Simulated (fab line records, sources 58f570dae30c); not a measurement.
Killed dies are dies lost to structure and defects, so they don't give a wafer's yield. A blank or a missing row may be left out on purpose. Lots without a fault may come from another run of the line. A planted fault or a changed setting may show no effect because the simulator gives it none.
Which tool did it? | flow berkeley_cmos170 | 14 lots, 42 wafers sampled, at 1 step of a route of 331

WHAT THE GAUGES READ, wafer by wafer
UCB170_SILICIDE_RS_MEAS_02: measures by four-point-probe. Usual: SILICIDE_TI_RS 26.13 ohm/sq, standard deviation 0.29.
lot  | measured     | on            | SILICIDE_TI_RS (ohm/sq) | flag
L856 | day 8 10:49  | film_metro-02 | 26.24 26.30 26.39       |
L854 | day 8 11:34  | film_metro-02 | 26.12 26.17 25.98       |
L855 | day 8 12:10  | film_metro-03 | 26.02 25.83 25.86       |
L859 | day 9 02:25  | film_metro-01 | 26.24 26.03 26.20       |
L858 | day 9 03:03  | film_metro-02 | 26.63 26.66 26.33       |
L861 | day 10 02:52 | film_metro-03 | 25.83 25.95 25.93       |
L864 | day 10 04:01 | film_metro-01 | 26.59 26.86 26.60       |
L865 | day 10 12:22 | film_metro-01 | 26.20 26.55 26.55       |
L866 | day 10 12:50 | film_metro-03 | 25.67 25.94 25.73       |
L867 | day 10 12:55 | film_metro-02 | 25.97 25.91 26.32       |
L872 | day 11 16:04 | film_metro-01 | 26.14 26.12 26.27       |
L873 | day 12 07:02 | film_metro-01 | 26.00 25.89 26.10       |
L874 | day 12 07:34 | film_metro-01 | 26.46 26.15 26.52       |
L875 | day 12 07:53 | film_metro-03 | 26.27 26.49 26.54       |

WHICH TOOL RAN EACH LOT (tool, then ch and the chambers of the sampled wafers, then the start)
The record holds no process step before these readings.

WHAT THE TOOLS THEMSELVES READ (means of the sampled wafers that have a number; where no wafer has one, the mark that the record gives instead)
The record holds no such reading with a usual standard deviation.

THE ANSWER, worked out from the rows above alone
Rule: a lot is off if the mean of its wafers that have a number lies more than 3 standard deviations from the usual mean. A lot without any number at a reading at which 4 lots or more have one is off too. The other lots that the step has rows for count as sound. The gauges are gone through in route order, then the tools' own readings, and for those a lot's mean is taken as printed above. The first step at which some lot is off is used, and at that step the reading that is off furthest; a lot without a number counts as furthest.
No lot is off at any reading shown: from this, nothing can be told.

WHAT THE SIMULATOR HAD PUT IN
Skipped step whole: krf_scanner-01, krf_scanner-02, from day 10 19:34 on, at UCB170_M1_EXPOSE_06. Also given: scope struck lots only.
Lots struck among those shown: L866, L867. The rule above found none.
